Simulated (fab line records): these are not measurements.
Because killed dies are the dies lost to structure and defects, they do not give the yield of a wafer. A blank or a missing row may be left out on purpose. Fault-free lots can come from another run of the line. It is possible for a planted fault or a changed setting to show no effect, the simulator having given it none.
Chamber matching -- flow berkeley_cmos170 -- UCB170_M2_ETCH_17 on rie_diel-02 has 3 sister chambers
The step etches BARC in N2/H2. 3 wafers are shown with their chamber, then 6 later ones without.

== EACH WAFER AND ITS CHAMBER ==
wafer,chamber,throttle_valve_pct (%)
L397.6,3,13.20
L400.1,1,13.62
L400.3,2,13.40

== WAFERS MISSING THEIR CHAMBER ==
wafer,throttle_valve_pct (%)
L400.5,13.62
L402.1,13.39
L402.2,13.19
L402.5,13.19
L404.2,13.18
L404.3,13.42

== EACH ONE'S CHAMBER ==
wafer,from the rows above,in truth
L400.5,1,1
L402.1,2,2
L402.2,3,3
L402.5,3,3
L404.2,3,3
L404.3,2,2
Correctly placed: 6 of 6. From these rows, 0 cannot be placed. Placed wrongly: 0.
How it was worked out, from the rows above alone: a wafer's distance from a chamber is the root of the sum, over the readings, of the square of ((its reading less the chamber's mean) divided by the reading's scatter). The wafer belongs to the nearest chamber; if the next one is less than 2 further off, it can't be placed. Each chamber's mean is taken over the wafers shown for it. The scatter: with one shown wafer a chamber, the root of the mean of the squares of how far each hidden wafer lies from its nearest shown one.
